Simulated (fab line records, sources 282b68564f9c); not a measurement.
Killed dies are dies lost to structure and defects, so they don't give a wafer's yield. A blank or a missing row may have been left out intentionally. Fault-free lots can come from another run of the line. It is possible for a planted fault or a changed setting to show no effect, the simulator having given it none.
A lot that was struck, set against a sound lot / flow ritCmos / 44 steps out of a route of 202
Sound: the wafers L825.2, L825.3, L825.5. The struck wafers were L838.1, L838.2, L838.6. The cause is given at the end.
Per side, at each step with rows, come the tool, then ch with its chambers, and then its first start. Under that, the readings that differ: sound wafers / struck wafers / difference of the means / sigmas: that difference in standard deviations of wafers without a fault.
alike: readings with means less than 2 such deviations apart, plus words and numbers identical on both sides. not compared: withheld readings, readings lacking a value on some wafer, bounds such as >300 that could conceal the same value, and numbers that have no deviation in the record and whose values overlap.
A row with sigmas, a row that says differs or no value, or rows on one side alone: a step with any of these is where the two part. Non-overlapping numbers with no deviation appear without sigmas and do not part them. Lack of a reading on every wafer of one side parts them only where that side has two or more wafers.

first, 1 step without rows for these wafers: RIT_PRETRO_IMPLANT_08.
RIT_PRETRO_STRIP_09: strips in O2, time 180 s.
  sound on plasmaAsher-04 ch 0,1, day 4 09:53; struck on plasmaAsher-04 ch 0,1, day 7 02:38
  alike: chamberPressureMTorr, drypumpMotorCurrentA, o2FlowSccm
  not compared: rfHoursCounterH
RIT_PRETRO_TW_MEAS_10:
  sound on filmMetro-03 at day 4 10:05; struck on filmMetro-03 at day 7 02:49
  alike: PRETRO_TW
then, 5 steps without rows for these wafers: RIT_GATE_WET_ETCH_00 (etches SiO2 in BOE, target depth 56 nm, time 60 s); RIT_GATE_CLEAN_01 (cleans in SC1, time 600 s); RIT_GATE_CLEAN_02 (cleans in dHF, time 30 s); RIT_GATE_CLEAN_03 (cleans in SC2, time 600 s); RIT_GATE_CLEAN_04 (cleans in dHF, time 60 s).
RIT_FOX2_THK_MEAS_91:
  sound on filmMetro-02 at day 4 10:34; struck on filmMetro-03 at day 7 03:19
  alike: FIELD_OXIDE_LEFT_2_THK
then, 2 steps without rows for these wafers: RIT_GATE_OXIDATION_05 (target thk 3 nm, ox time 270 s); RIT_GATE_ANNEAL_06 (time 600 s).
RIT_GATE_THK_MEAS_07:
  sound on filmMetro-01 at day 4 11:57; struck on filmMetro-01 at day 7 05:41
  alike: GATE_OXIDE_THK
RIT_GATE_CVD_08: deposits poly-Si from SiH4, target thk 250 nm, time 2220 s.
  sound on lpcvd-02 ch 0, day 4 12:00; struck on lpcvd-02 ch 1, day 7 05:45
reading=spikeTcCentreC (C); sound=613.7 613.9 613.1; struck=603.9 604.3 604.5; difference=-9.3; sigmas=-7
reading=spikeTcLoadC (C); sound=633.0 631.6 629.3; struck=621.8 623.7 620.8; difference=-9.2; sigmas=-4
reading=susceptorTempC (C); sound=609.83 609.52 609.87; struck=602.90 603.29 602.71; difference=-6.77; sigmas=-24
reading=model.poly-Si_of_GATE_CVD_08.thkNm (nm); sound=245.2 246.4 246.5; struck=209.9 210.7 210.4; difference=-35.7; sigmas=
  alike: spikeTcSourceC
RIT_GATE_THK_MEAS_09:
  sound on filmMetro-03 at day 4 13:37; struck on filmMetro-02 at day 7 07:22
reading=GATE_POLY_THK (nm); sound=245.4 246.3 246.5; struck=209.8 210.6 210.5; difference=-35.8; sigmas=-16
then, 6 steps without rows for these wafers: RIT_GATE_HMDS_10 (prime time 60 s); RIT_GATE_COAT_11 (resist thk 850 nm); RIT_GATE_SOFTBAKE_12 (time 60 s); RIT_GATE_EXPOSE_13 (exposes mask M6, target cd 150 nm); RIT_GATE_PEB_14; RIT_GATE_DEVELOP_15 (develop time 50 s).
RIT_GATE_CD_MEAS_16 targets a cd of 150 nm.
  sound on cdSem-01 at day 4 14:32; struck on cdSem-01 at day 7 08:31
reading=cdNm (nm); sound=145 142 141; struck=151 152 153; difference=+9; sigmas=+3
RIT_GATE_OVL_MEAS_17:
  sound on overlay-02 at day 4 14:39; struck on overlay-02 at day 7 08:38
  alike: GATE_OVL
then, 1 step without rows for these wafers: RIT_GATE_HARDBAKE_18 (time 60 s).
RIT_GATE_ETCH_19: etches poly-Si in SF6/CHF3/O2, stops on SiO2, time 165 s, target depth 312.5 nm.
  sound on rieSi-02 ch 0,1,2, day 4 14:50; struck on rieSi-01 ch 2,3, day 7 08:55
reading=oesProductAu (a.u.); sound=0.833 0.833 0.826; struck=0.733 0.777 0.734; difference=-0.083; sigmas=-6
reading=throttleValvePct (%); sound=10.21 10.07 10.25; struck=10.41 10.43 10.41; difference=+0.24; sigmas=+2
reading=model.etch.depthNm (nm); sound=245.2 246.4 246.5; struck=209.9 210.7 210.4; difference=-35.7; sigmas=
reading=model.GATE.featureDepthNm (nm); sound=245.2 246.4 246.5; struck=209.9 210.7 210.4; difference=-35.7; sigmas=
  alike: chamberPressureMTorr, drypumpMotorCurrentA
  not compared: rfHoursCounterH
RIT_GATE_STRIP_20: strips in O2, time 180 s.
  sound on plasmaAsher-01 ch 0,1, day 4 14:56; struck on plasmaAsher-02 ch 0,1, day 7 09:01
  alike: chamberPressureMTorr, drypumpMotorCurrentA, o2FlowSccm
  not compared: rfHoursCounterH
RIT_GATE_CD_MEAS_90 targets a cd of 150 nm.
  sound on cdSem-01 at day 4 15:08; struck on cdSem-01 at day 7 09:12
reading=cdNm (nm); sound=144 142 141; struck=152 152 152; difference=+10; sigmas=+3
then, 4 steps without rows for these wafers: RIT_REOX_CLEAN_00 (cleans in SC1, time 600 s); RIT_REOX_CLEAN_01 (cleans in dHF, time 30 s); RIT_REOX_CLEAN_02 (cleans in SC2, time 600 s); RIT_REOX_OXIDATION_03 (target thk 25.2 nm, ox time 5580 s).
RIT_REOX_THK_MEAS_04:
  sound on filmMetro-04 at day 4 18:10; struck on filmMetro-02 at day 7 12:36
  alike: REOX_OXIDE_THK
then, 6 steps without rows for these wafers: RIT_NLDD_HMDS_00 (prime time 60 s); RIT_NLDD_COAT_01 (resist thk 1000 nm); RIT_NLDD_SOFTBAKE_02 (time 60 s); RIT_NLDD_EXPOSE_03 (exposes mask M7, target cd 40700 nm); RIT_NLDD_PEB_04; RIT_NLDD_DEVELOP_05 (develop time 50 s).
RIT_NLDD_OVL_MEAS_06:
  sound on overlay-02 at day 4 19:04; struck on overlay-01 at day 7 13:38
  alike: NLDD_OVL
then, 2 steps without rows for these wafers: RIT_NLDD_HARDBAKE_07 (time 60 s); RIT_NLDD_IMPLANT_08.
RIT_NLDD_STRIP_09: strips in O2, time 180 s.
  sound on plasmaAsher-02 ch 0,1, day 4 19:36; struck on plasmaAsher-04 ch 0,1, day 7 13:58
  alike: chamberPressureMTorr, drypumpMotorCurrentA, o2FlowSccm
  not compared: rfHoursCounterH
RIT_NLDD_TW_MEAS_10:
  sound on filmMetro-02 at day 4 19:47; struck on filmMetro-02 at day 7 14:08
  alike: NLDD_TW
RIT_SDANNEAL_CLEAN_02: cleans in SC2, time 600 s.
  sound on wetBench-03 ch 0, day 5 03:11; struck on wetBench-04 ch 2, day 7 21:17
reading=model.poly-Si_of_GATE_CVD_08.thkNm (nm); sound=158.7 159.2 158.1; struck=121.5 122.9 121.9; difference=-36.6; sigmas=
RIT_M1_PROBE_99:
  sound on prober-01 at day 5 11:00; struck on prober-02 at day 8 05:01
reading=model.etest.nmosTurned.driveUaUm; sound=365.6 368.4 357.6; struck=397.8 396.2 391.6; difference=+31.3; sigmas=
reading=model.etest.pmosTurned.driveUaUm; sound=205.2 207.9 202.6; struck=215.5 212.9 208.9; difference=+7.2; sigmas=
reading=model.etest.ppolyLine.rsOhmSq; sound=16.56 16.59 16.64; struck=16.96 16.77 16.99; difference=+0.31; sigmas=
reading=model.etest.nmos_0p15.toxInvNm (nm); sound=4.433 4.403 4.385; struck=4.17 4.276 4.274; difference=-0.17; sigmas=
reading=model.etest.nmos_0p15.overlapFfUm; sound=0.2576 0.2591 0.2579; struck=0.2652 0.2657 0.267; difference=+0.0078; sigmas=
reading=model.etest.pmos_0p15.overlapFfUm; sound=0.2417 0.2416 0.2383; struck=0.2525 0.2509 0.2527; difference=+0.0115; sigmas=
  alike: killedAtContacts, killedAtFrontEnd, killedDies, killedOpen, killedShort
  not compared: model.etest.pmosTurned.rOnOhmUm

WHERE THEY PART
Earliest at RIT_GATE_CVD_08; latest, in this record, at RIT_GATE_CD_MEAS_90. Later steps at which nothing parts them and some readings are alike: RIT_REOX_THK_MEAS_04, RIT_NLDD_OVL_MEAS_06, RIT_NLDD_STRIP_09, RIT_NLDD_TW_MEAS_10, RIT_M1_PROBE_99.

WHY: what the simulator had put in
lpcvd-02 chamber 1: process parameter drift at RIT_GATE_CVD_08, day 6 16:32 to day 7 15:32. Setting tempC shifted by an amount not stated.
